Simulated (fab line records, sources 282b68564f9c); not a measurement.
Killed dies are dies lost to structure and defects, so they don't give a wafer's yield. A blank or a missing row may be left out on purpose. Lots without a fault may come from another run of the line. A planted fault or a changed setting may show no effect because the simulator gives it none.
fab line records | flow rit_cmos
record lots=5 wafers=23
route steps=202 shown ACTIVE@7 FOX1@20 NWELL@29 PWELL@40 WELLDRIVE@50 NRETRO@61
start_h: hours from the record's first day to the start of the lot's first wafer shown | wait_h: hours since the lot's step before | " the same as in the row above | L1.1+2: a row that stands for several wafers | - no value, or no start given | * or withheld: withheld | < > ~ a bound
route shown NAME@n: a module of which the file shows steps, and the number in the route of the first | usual: mean/standard deviation of fault-free wafers | same: alike in all rows | chamber/n: place in a boat | sites: the reading at each site | _std_site: their standard deviation | _edge_site: outer sites' mean less inner sites' | radius_mm: how far each site lies from the wafer's centre | mask NAME#n: copy n | behind: the tool/chamber that last shaped the wafer | hold: why the lot was held/for how many hours/how that ended | device: the transistor (n, p or np) that didn't switch | end of line: the same wafers' tests at the end of the route | a step without rows: its recipe alone | killed: dies lost to structure and defects at the first sort, not the wafer's yield | map: a wafer's dies, x killed, . not, _ none there
set.NAME: the setting as run; set.NAME@STEP: as run at that earlier step | model.NAME: the simulator's own value behind a step, which no gauge read
lots whose settings were changed on purpose; a table a step, a row a wafer
## steps
# step RIT_ACTIVE_COAT_06
# recipe resist=NOVOLAK spin_rpm=3250 resist_thk_nm=1000
# columns lot.wafer tool chamber start_h wait_h set.resist_thk_nm model.NOVOLAK_of_ACTIVE_COAT_06.thk_nm
L076.1 litho_track-01 0 26.11 0.1 1000 1007
L076.2 " 0 " " 1000 1008
L076.4 " 0 " " 973.1 979.7
L076.5 " 0 " " 973.1 977.5
L076.6 " 0 " " 973.1 976.8
L077.2 litho_track-01 0 29.40 0.1 1000 1002
L077.3 " 0 " " 1000 1001
L077.4 " 0 " " 949.9 953.8
L077.5 " 0 " " 949.9 951.6
L077.6 " 0 " " 949.9 950.5
L081.3 litho_track-01 0 49.23 0.1 1000 1004
L081.4 " 0 " " 1000 1001
L081.5 " 0 " " 1000 998.4
L082.1 litho_track-01 0 55.19 0.1 967.2 968.7
L082.2 " 0 " " 1000 1001
L082.3 " 0 " " 1000 1002
L082.5 " 0 " " 967.2 964.4
L082.6 " 0 " " 967.2 965.9
L083.1 litho_track-01 0 59.25 0.1 1000 1001
L083.2 " 0 " " 1000 999.5
L083.3 " 0 " " 1000 999.3
L083.5 " 0 " " 1000 999.7
L083.6 " 0 " " 1000 1002
# step RIT_ACTIVE_SOFTBAKE_07
# recipe resist=NOVOLAK temp_c=90 time_s=60
# columns lot.wafer tool chamber start_h wait_h set.temp_c
L076.1+5+6 litho_track-01 0 26.26 0.1 87.44
L076.2+4 " 0 " " 90
L077.2+3+4+5+6 litho_track-01 0 29.55 0.1 90
L081.3+4+5 litho_track-01 0 49.38 0.1 90
L082.1+2 litho_track-01 0 55.34 0.1 90
L082.3+5+6 " 0 " " 88.55
L083.1+2+3 litho_track-01 0 59.40 0.1 92.42
L083.5+6 " 0 " " 90
# step RIT_ACTIVE_EXPOSE_08
# recipe mask_id=M1 na=0.6 source_shape=conventional sigma_outer=0.6 target_cd_nm=1400 dose_mj=225
# step RIT_ACTIVE_PEB_09
# recipe resist=NOVOLAK temp_c=withheld time_s=withheld
# step RIT_ACTIVE_DEVELOP_10
# recipe resist=NOVOLAK develop_time_s=50 dev_temp_c=23
# step RIT_ACTIVE_CD_MEAS_11
# recipe target_cd_nm=1400
# usual cd_nm=1399.6/2
# columns lot.wafer tool chamber start_h wait_h set.resist_thk_nm@ACTIVE_COAT_06 cd_nm
L076.1 cd_sem-01 - 26.94 - 1000 1401.2
L076.2 " - " " 1000 1401.9
L076.4 " - " " 973.1 1397.5
L076.5 " - " " 973.1 1398.8
L076.6 " - " " 973.1 1398.7
L077.2 cd_sem-01 - 30.09 - 1000 1399.0
L077.3 " - " " 1000 1399.4
L077.4 " - " " 949.9 1395.0
L077.5 " - " " 949.9 1394.4
L077.6 " - " " 949.9 1394.6
L081.3 cd_sem-02 - 49.92 - 1000 1400.8
L081.4 " - " " 1000 1399.7
L081.5 " - " " 1000 1400.4
L082.1 cd_sem-01 - 56.02 - 967.2 1393.3
L082.2 " - " " 1000 1400.6
L082.3 " - " " 1000 1398.5
L082.5 " - " " 967.2 1392.6
L082.6 " - " " 967.2 1394.2
L083.1 cd_sem-02 - 60.08 - 1000 1401.0
L083.2 " - " " 1000 1402.3
L083.3 " - " " 1000 1401.2
L083.5 " - " " 1000 1401.1
L083.6 " - " " 1000 1403.8
# step RIT_ACTIVE_HARDBAKE_12
# recipe resist=NOVOLAK temp_c=140 time_s=60
# columns lot.wafer tool chamber start_h wait_h set.resist_thk_nm@ACTIVE_COAT_06 model.NOVOLAK_of_ACTIVE_COAT_06.thk_nm
L076.1 litho_track-03 0 27.06 0.1 1000 889.5
L076.2 " 0 " " 1000 891.1
L076.4 " 0 " " 973.1 866.1
L076.5 " 0 " " 973.1 864
L076.6 " 0 " " 973.1 863.5
L077.2 litho_track-03 0 30.22 0.1 1000 885.2
L077.3 " 0 " " 1000 885
L077.4 " 0 " " 949.9 843.3
L077.5 " 0 " " 949.9 841.5
L077.6 " 0 " " 949.9 840.5
L081.3 litho_track-01 0 50.05 0.1 1000 887
L081.4 " 0 " " 1000 884.3
L081.5 " 0 " " 1000 882.4
L082.1 litho_track-01 0 56.14 0.1 967.2 856.3
L082.2 " 0 " " 1000 884.7
L082.3 " 0 " " 1000 885.5
L082.5 " 0 " " 967.2 852.7
L082.6 " 0 " " 967.2 854
L083.1 litho_track-03 0 60.20 0.1 1000 884.4
L083.2 " 0 " " 1000 883.3
L083.3 " 0 " " 1000 883.2
L083.5 " 0 " " 1000 883.5
L083.6 " 0 " " 1000 885.4
# step RIT_ACTIVE_ETCH_13
# recipe stop_on=SiO2 chemistry=SF6 target=Si3N4 time_s=210 over_etch_frac=0.4 SF6_flow_sccm=200 pressure_mtorr=260 rf_w=125 target_depth_a=2100
# columns lot.wafer tool chamber start_h wait_h set.over_etch_frac set.resist_thk_nm@ACTIVE_COAT_06 model.NOVOLAK_of_ACTIVE_COAT_06.thk_nm
L076.1 rie_diel-04 0 27.21 0.1 0.4 1000 657.3
L076.2 " 1 " " 0.5126 1000 646.9
L076.4 " 2 " " 0.4 973.1 635.6
L076.5 " 2 " " 0.4 973.1 632.3
L076.6 " 1 " " 0.5126 973.1 618.4
L077.2 rie_diel-02 0 30.34 0.1 0.4 1000 662.1
L077.3 " 3 " " 0.4 1000 648.6
L077.4 " 1 " " 0.4 949.9 610.9
L077.5 " 0 " " 0.4 949.9 621
L077.6 " 3 " " 0.4 949.9 604.6
L081.3 rie_diel-03 1 50.15 0.1 0.4 1000 651.9
L081.4 " 3 " " 0.4 1000 652.3
L081.5 " 0 " " 0.4 1000 646.5
L082.1 rie_diel-04 1 56.29 0.1 0.4318 967.2 624.6
L082.2 " 3 " " 0.4 1000 659
L082.3 " 0 " " 0.4318 1000 650.5
L082.5 " 0 " " 0.4 967.2 622.3
L082.6 " 3 " " 0.4 967.2 625.8
L083.1+5 rie_diel-02 0 60.35 0.1 0.4 1000 662.6
L083.2 " 1 " " 0.4 1000 648.7
L083.3 " 2 " " 0.4 1000 645.4
L083.6 " 1 " " 0.4 1000 651.1
# step RIT_ACTIVE_STRIP_14
# recipe chemistry=O2 time_s=180 resist=NOVOLAK platen_temp_c=withheld power_w=500 pressure_mtorr=4000 o2_flow_sccm=4000
# step RIT_ACTIVE_CD_MEAS_90
# recipe target_cd_nm=1400
# usual cd_nm=1399.5/2
# columns lot.wafer tool chamber start_h wait_h set.resist_thk_nm@ACTIVE_COAT_06 cd_nm
L076.1 cd_sem-02 - 27.51 0.1 1000 1400.7
L076.2 " - " " 1000 1401.6
L076.4 " - " " 973.1 1397.5
L076.5 " - " " 973.1 1398.7
L076.6 " - " " 973.1 1398.5
L077.2 cd_sem-02 - 30.67 0.1 1000 1399.6
L077.3 " - " " 1000 1399.6
L077.4 " - " " 949.9 1394.6
L077.5 " - " " 949.9 1394.5
L077.6 " - " " 949.9 1394.7
L081.3 cd_sem-02 - 50.50 0.1 1000 1400.0
L081.4 " - " " 1000 1400.0
L081.5 " - " " 1000 1400.4
L082.1 cd_sem-02 - 56.60 0.1 967.2 1393.4
L082.2 " - " " 1000 1400.4
L082.3 " - " " 1000 1398.7
L082.5 " - " " 967.2 1393.0
L082.6 " - " " 967.2 1394.4
L083.1 cd_sem-01 - 60.66 0.1 1000 1400.9
L083.2 " - " " 1000 1402.1
L083.3 " - " " 1000 1400.6
L083.5 " - " " 1000 1401.4
L083.6 " - " " 1000 1403.5
# step RIT_FOX1_OXIDATION_00
# recipe temp_c=1100 ambient=H2O target_thk_a=3507 p_h2o_torr=720 ox_time_s=1130
# columns lot.wafer tool chamber start_h wait_h set.temp_c model.SiO2_of_FOX1_OXIDATION_00.thk_nm
L076.1 - - - 0.0 1100 347.6
L076.2 " - " " 1100 355.9
L076.4 " - " " 1100 349.8
L076.5 " - " " 1100 354.5
L076.6 " - " " 1100 351.7
L077.2 - - - 1.0 1109 370.8
L077.3 " - " " 1109 364.5
L077.4 " - " " 1109 365.1
L077.5 " - " " 1109 369
L077.6 " - " " 1109 364.1
L081.3 furnace-04 0 51.77 0.8 1100 356.6
L081.4 " 0 " " 1100 357.4
L081.5 " 0 " " 1100 346.4
L082.1 - - - 0.0 1130 398.2
L082.2 " - " " 1130 394.2
L082.3 " - " " 1130 392.2
L082.5 " - " " 1130 397.6
L082.6 " - " " 1130 398.8
L083.1 - - - 3.7 1100 352.6
L083.2 " - " " 1100 352.3
L083.3 " - " " 1100 353.4
L083.5 " - " " 1100 351.5
L083.6 " - " " 1100 356.5
# step RIT_FOX1_THK_MEAS_01
# recipe reads=SiO2_of_FOX1_OXIDATION_00
# usual FOX1_OXIDE_THK=349/6.1
# columns lot.wafer tool chamber start_h wait_h set.temp_c@FOX1_OXIDATION_00 FOX1_OXIDE_THK[nm]
L076.1 film_metro-04 - - - 1100 348
L076.2 " - " " 1100 356
L076.4 " - " " 1100 350
L076.5 " - " " 1100 355
L076.6 " - " " 1100 352
L077.2 film_metro-03 - - - 1109 371
L077.3 " - " " 1109 365
L077.4 " - " " 1109 365
L077.5 " - " " 1109 369
L077.6 " - " " 1109 364
L081.3 film_metro-02 - 53.10 0.0 1100 357
L081.4 " - " " 1100 357
L081.5 " - " " 1100 346
L082.1 film_metro-02 - - - 1130 398
L082.2 " - " " 1130 394
L082.3 " - " " 1130 392
L082.5 " - " " 1130 397
L082.6 " - " " 1130 399
L083.1 film_metro-04 - - - 1100 353
L083.2 " - " " 1100 352
L083.3 " - " " 1100 353
L083.5 " - " " 1100 352
L083.6 " - " " 1100 357
# step RIT_NWELL_COAT_01
# recipe resist=NOVOLAK spin_rpm=2000 resist_thk_nm=1300
# columns lot.wafer tool chamber start_h wait_h set.resist_thk_nm model.NOVOLAK_of_NWELL_COAT_01.thk_nm
L076.1 litho_track-01 0 32.19 0.1 1300 1299
L076.2 " 0 " " 1300 1302
L076.4+5 " 0 " " 1300 1300
L076.6 " 0 " " 1300 1297
L077.2+4 litho_track-01 0 36.52 0.1 1300 1298
L077.3 " 0 " " 1368 1367
L077.5 " 0 " " 1368 1365
L077.6 " 0 " " 1300 1297
L081.3 litho_track-04 0 56.67 0.1 1300 1304
L081.4 " 0 " " 1300 1303
L081.5 " 0 " " 1300 1301
L082.1+5 litho_track-04 0 61.31 0.1 1300 1309
L082.2 " 0 " " 1256 1262
L082.3 " 0 " " 1300 1304
L082.6 " 0 " " 1256 1269
L083.1+2 litho_track-04 0 72.26 0.1 1378 1380
L083.3 " 0 " " 1300 1300
L083.5 " 0 " " 1300 1303
L083.6 " 0 " " 1378 1383
# step RIT_NWELL_SOFTBAKE_02
# recipe resist=NOVOLAK temp_c=90 time_s=60
# step RIT_NWELL_EXPOSE_03
# recipe mask_id=M2 na=0.57 target_cd_nm=43900 dose_mj=250
# step RIT_NWELL_DEVELOP_05
# recipe resist=NOVOLAK develop_time_s=68 dev_temp_c=23
# step RIT_NWELL_HARDBAKE_07
# recipe resist=NOVOLAK temp_c=140 time_s=120
# columns lot.wafer tool chamber start_h wait_h set.resist_thk_nm@NWELL_COAT_01 model.NOVOLAK_of_NWELL_COAT_01.thk_nm
L076.1 litho_track-04 0 32.96 0.0 1300 1136
L076.2 " 0 " " 1300 1139
L076.4+5 " 0 " " 1300 1137
L076.6 " 0 " " 1300 1134
L077.2+4+6 litho_track-02 0 37.38 0.1 1300 1135
L077.3 " 0 " " 1368 1195
L077.5 " 0 " " 1368 1193
L081.3+4 litho_track-02 0 57.59 0.1 1300 1140
L081.5 " 0 " " 1300 1138
L082.1+5 litho_track-01 0 62.28 0.0 1300 1145
L082.2 " 0 " " 1256 1104
L082.3 " 0 " " 1300 1140
L082.6 " 0 " " 1256 1110
L083.1+2 litho_track-02 0 73.03 0.0 1378 1206
L083.3 " 0 " " 1300 1137
L083.5 " 0 " " 1300 1139
L083.6 " 0 " " 1378 1208
# step RIT_NWELL_IMPLANT_08
# recipe species=P energy_kev=170 dose_cm2=5e+13 tilt_deg=7
# columns lot.wafer tool chamber start_h wait_h set.dose_cm2
L076.1+2+5 implanter-04 0 33.21 0.2 5e+13
L076.4+6 " 0 " " 4.642e+13
L077.2+4 implanter-02 0 37.61 0.2 5.153e+13
L077.3+5+6 " 0 " " 5e+13
L081.3+4+5 implanter-01 0 57.81 0.2 5e+13
L082.1+6 implanter-01 0 62.53 0.2 5e+13
L082.2+3+5 " 0 " " 4.735e+13
L083.1+3+6 implanter-02 0 73.28 0.2 5e+13
L083.2+5 " 0 " " 5.203e+13
# step RIT_NWELL_STRIP_09
# recipe chemistry=O2 time_s=180 resist=NOVOLAK platen_temp_c=withheld power_w=500 pressure_mtorr=4000 o2_flow_sccm=4000
# step RIT_NWELL_TW_MEAS_10
# usual NWELL_TW=2169/24
# columns lot.wafer tool chamber start_h wait_h set.dose_cm2@NWELL_IMPLANT_08 NWELL_TW
L076.1 film_metro-02 - 33.53 0.1 5e+13 2139
L076.2 " - " " 5e+13 2140
L076.4 " - " " 4.642e+13 2090
L076.5 " - " " 5e+13 2139
L076.6 " - " " 4.642e+13 2087
L077.2 film_metro-01 - 37.92 0.1 5.153e+13 2220
L077.3 " - " " 5e+13 2203
L077.4 " - " " 5.153e+13 2227
L077.5 " - " " 5e+13 2207
L077.6 " - " " 5e+13 2194
L081.3 film_metro-01 - 58.11 0.1 5e+13 2191
L081.4 " - " " 5e+13 2192
L081.5 " - " " 5e+13 2202
L082.1 film_metro-01 - 62.85 0.1 5e+13 2181
L082.2 " - " " 4.735e+13 2155
L082.3 " - " " 4.735e+13 2152
L082.5 " - " " 4.735e+13 2143
L082.6 " - " " 5e+13 2192
L083.1 film_metro-02 - 73.60 0.1 5e+13 2140
L083.2 " - " " 5.203e+13 2195
L083.3 " - " " 5e+13 2161
L083.5 " - " " 5.203e+13 2180
L083.6 " - " " 5e+13 2149
# step RIT_PWELL_COAT_01
# recipe resist=NOVOLAK spin_rpm=2000 resist_thk_nm=1300
# columns lot.wafer tool chamber start_h wait_h set.resist_thk_nm model.NOVOLAK_of_PWELL_COAT_01.thk_nm
L076.1 litho_track-04 0 33.74 0.1 1300 1300
L076.2 " 0 " " 1300 1298
L076.4 " 0 " " 1300 1305
L076.5 " 0 " " 1300 1301
L076.6 " 0 " " 1300 1303
L077.2+5 litho_track-04 0 38.15 0.1 1300 1298
L077.3 " 0 " " 1364 1364
L077.4+6 " 0 " " 1364 1363
L081.3 litho_track-01 0 58.35 0.1 1300 1301
L081.4 " 0 " " 1300 1302
L081.5 " 0 " " 1300 1305
L082.1 litho_track-03 0 63.06 0.1 1335 1339
L082.2 " 0 " " 1335 1337
L082.3 " 0 " " 1300 1306
L082.5 " 0 " " 1300 1304
L082.6 " 0 " " 1335 1338
L083.1+6 litho_track-03 0 73.81 0.1 1375 1383
L083.2 " 0 " " 1300 1305
L083.3 " 0 " " 1300 1312
L083.5 " 0 " " 1300 1309
# step RIT_PWELL_SOFTBAKE_02
# recipe resist=NOVOLAK temp_c=90 time_s=60
# step RIT_PWELL_EXPOSE_03
# recipe mask_id=M3 na=0.57 target_cd_nm=43700 dose_mj=250
# step RIT_PWELL_DEVELOP_05
# recipe resist=NOVOLAK develop_time_s=68 dev_temp_c=23
# step RIT_PWELL_HARDBAKE_07
# recipe resist=NOVOLAK temp_c=140 time_s=120
# columns lot.wafer tool chamber start_h wait_h set.resist_thk_nm@PWELL_COAT_01 model.NOVOLAK_of_PWELL_COAT_01.thk_nm
L076.1 litho_track-03 0 34.60 0.0 1300 1137
L076.2 " 0 " " 1300 1135
L076.4 " 0 " " 1300 1141
L076.5 " 0 " " 1300 1138
L076.6 " 0 " " 1300 1140
L077.2+5 litho_track-03 0 39.05 0.1 1300 1135
L077.3 " 0 " " 1364 1192
L077.4+6 " 0 " " 1364 1191
L081.3 litho_track-03 0 59.14 0.1 1300 1138
L081.4 " 0 " " 1300 1139
L081.5 " 0 " " 1300 1141
L082.1 litho_track-01 0 63.83 0.0 1335 1170
L082.2+6 " 0 " " 1335 1169
L082.3 " 0 " " 1300 1142
L082.5 " 0 " " 1300 1140
L083.1+6 litho_track-04 0 74.70 0.0 1375 1208
L083.2 " 0 " " 1300 1142
L083.3 " 0 " " 1300 1148
L083.5 " 0 " " 1300 1145
# step RIT_PWELL_IMPLANT_08
# recipe species=B energy_kev=170 dose_cm2=7e+13 tilt_deg=7
# columns lot.wafer tool chamber start_h wait_h set.dose_cm2
L076.1+2+4 implanter-03 0 34.85 0.2 7e+13
L076.5+6 " 0 " " 6.554e+13
L077.2+5+6 implanter-03 0 39.29 0.2 7e+13
L077.3+4 " 0 " " 6.814e+13
L081.3+4+5 implanter-03 0 59.36 0.2 7e+13
L082.1+3+6 implanter-04 0 64.08 0.2 7e+13
L082.2+5 " 0 " " 6.48e+13
L083.1+2+5 implanter-03 0 74.95 0.2 7e+13
L083.3+6 " 0 " " 7.347e+13
# step RIT_PWELL_STRIP_09
# recipe chemistry=O2 time_s=180 resist=NOVOLAK platen_temp_c=withheld power_w=500 pressure_mtorr=4000 o2_flow_sccm=4000
# step RIT_WELLDRIVE_ANNEAL_00
# recipe temp_c=1100 time_s=14700 ambient=N2
# step RIT_WELLDRIVE_RS_MEAS_01
# recipe thk_meas_gauge=four-point-probe
# usual NWELL_RS=275.5/0.76
# columns lot.wafer tool chamber start_h wait_h set.dose_cm2@NWELL_IMPLANT_08 NWELL_RS[ohm/sq]
L076.1 film_metro-02 - 40.48 0.0 5e+13 275.0
L076.2 " - " " 5e+13 276.1
L076.4 " - " " 4.642e+13 287.4
L076.5 " - " " 5e+13 275.2
L076.6 " - " " 4.642e+13 287.1
L077.2 film_metro-02 - 45.58 0.0 5.153e+13 270.2
L077.3 " - " " 5e+13 275.3
L077.4 " - " " 5.153e+13 272.0
L077.5 " - " " 5e+13 275.6
L077.6 " - " " 5e+13 276.0
L081.3 film_metro-02 - 64.85 0.0 5e+13 275.5
L081.4 " - " " 5e+13 275.5
L081.5 " - " " 5e+13 275.5
L082.1 film_metro-02 - 71.72 0.0 5e+13 276.5
L082.2 " - " " 4.735e+13 286.5
L082.3 " - " " 4.735e+13 285.3
L082.5 " - " " 4.735e+13 287.1
L082.6 " - " " 5e+13 276.9
L083.1 film_metro-01 - 82.14 0.0 5e+13 276.6
L083.2 " - " " 5.203e+13 268.1
L083.3 " - " " 5e+13 274.9
L083.5 " - " " 5.203e+13 268.9
L083.6 " - " " 5e+13 276.4
# step RIT_WELLDRIVE_RS_MEAS_02
# recipe thk_meas_gauge=four-point-probe
# usual PWELL_RS=429.6/1
# columns lot.wafer tool chamber start_h wait_h set.dose_cm2@PWELL_IMPLANT_08 PWELL_RS[ohm/sq]
L076.1 film_metro-02 - 40.60 0.1 7e+13 428.7
L076.2 " - " " 7e+13 428.2
L076.4 " - " " 7e+13 429.3
L076.5 " - " " 6.554e+13 447.3
L076.6 " - " " 6.554e+13 447.5
L077.2 film_metro-02 - 45.70 0.1 7e+13 428.4
L077.3 " - " " 6.814e+13 436.8
L077.4 " - " " 6.814e+13 437.3
L077.5 " - " " 7e+13 430.5
L077.6 " - " " 7e+13 429.0
L081.3 film_metro-02 - 64.97 0.1 7e+13 427.5
L081.4 " - " " 7e+13 428.6
L081.5 " - " " 7e+13 429.8
L082.1 film_metro-02 - 71.84 0.1 7e+13 429.1
L082.2 " - " " 6.48e+13 451.7
L082.3 " - " " 7e+13 429.2
L082.5 " - " " 6.48e+13 451.2
L082.6 " - " " 7e+13 429.2
L083.1 film_metro-01 - 82.26 0.1 7e+13 429.4
L083.2 " - " " 7e+13 428.9
L083.3 " - " " 7.347e+13 417.1
L083.5 " - " " 7e+13 428.3
L083.6 " - " " 7.347e+13 416.3
# step RIT_NRETRO_IMPLANT_08
# recipe species=P energy_kev=70 dose_cm2=1e+13 tilt_deg=7
# columns lot.wafer tool chamber start_h wait_h set.energy_kev model.implant.rp_nm model.implant.drp_nm
L076.1+2+4+5+6 implanter-02 0 42.13 0.2 70 84.07 33.94
L077.2+3+6 implanter-02 0 46.99 0.2 70 85.7 33.94
L077.4+5 " 0 " " 66.43 81.21 32.46
L081.3+4+5 implanter-03 0 66.40 0.2 70 87.86 33.94
L082.1+2+3+5+6 implanter-01 0 73.13 0.2 70 80.99 33.94
L083.1+2 implanter-01 0 83.54 0.2 70 83.71 33.94
L083.3+5+6 " 0 " " 71.47 85.51 34.54
## key
split step=RIT_ACTIVE_COAT_06 setting=resist_thk_nm stated=1000 by=wafer
response step=RIT_ACTIVE_COAT_06 reading=model.NOVOLAK_of_ACTIVE_COAT_06.thk_nm change=+10.3 per=1% r=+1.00
response step=RIT_ACTIVE_CD_MEAS_11 reading=cd_nm change=+1.21 per=1% r=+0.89
response step=RIT_ACTIVE_HARDBAKE_12 reading=model.NOVOLAK_of_ACTIVE_COAT_06.thk_nm change=+8.99 per=1% r=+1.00
response step=RIT_ACTIVE_ETCH_13 reading=model.NOVOLAK_of_ACTIVE_COAT_06.thk_nm change=+8.8 per=1% r=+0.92
response step=RIT_ACTIVE_CD_MEAS_90 reading=cd_nm change=+1.22 per=1% r=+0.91
split step=RIT_ACTIVE_SOFTBAKE_07 setting=temp_c stated=90 by=wafer
response none clear
split step=RIT_ACTIVE_ETCH_13 setting=over_etch_frac stated=0.4 by=wafer
response none clear
split step=RIT_FOX1_OXIDATION_00 setting=temp_c stated=1100 by=lot
response step=RIT_FOX1_OXIDATION_00 reading=model.SiO2_of_FOX1_OXIDATION_00.thk_nm change=+15.9 per=1% r=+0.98
response step=RIT_FOX1_THK_MEAS_01 reading=FOX1_OXIDE_THK change=+15.9 per=1% r=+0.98
split step=RIT_NWELL_COAT_01 setting=resist_thk_nm stated=1300 by=wafer
response step=RIT_NWELL_COAT_01 reading=model.NOVOLAK_of_NWELL_COAT_01.thk_nm change=+13.1 per=1% r=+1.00
response step=RIT_NWELL_HARDBAKE_07 reading=model.NOVOLAK_of_NWELL_COAT_01.thk_nm change=+11.2 per=1% r=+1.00
split step=RIT_NWELL_IMPLANT_08 setting=dose_cm2 stated=5e+13 by=wafer
response step=RIT_NWELL_TW_MEAS_10 reading=NWELL_TW change=+7.41 per=1% r=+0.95
response step=RIT_WELLDRIVE_RS_MEAS_01 reading=NWELL_RS change=-1.71 per=1% r=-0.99
split step=RIT_PWELL_COAT_01 setting=resist_thk_nm stated=1300 by=wafer
response step=RIT_PWELL_COAT_01 reading=model.NOVOLAK_of_PWELL_COAT_01.thk_nm change=+12.9 per=1% r=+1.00
response step=RIT_PWELL_HARDBAKE_07 reading=model.NOVOLAK_of_PWELL_COAT_01.thk_nm change=+11.1 per=1% r=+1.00
split step=RIT_PWELL_IMPLANT_08 setting=dose_cm2 stated=7e+13 by=wafer
response step=RIT_WELLDRIVE_RS_MEAS_02 reading=PWELL_RS change=-2.87 per=1% r=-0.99
split step=RIT_NRETRO_IMPLANT_08 setting=energy_kev stated=70 by=wafer
response step=RIT_NRETRO_IMPLANT_08 reading=model.implant.rp_nm change=+0.877 per=1% r=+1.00
response step=RIT_NRETRO_IMPLANT_08 reading=model.implant.drp_nm change=+0.29 per=1% r=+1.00
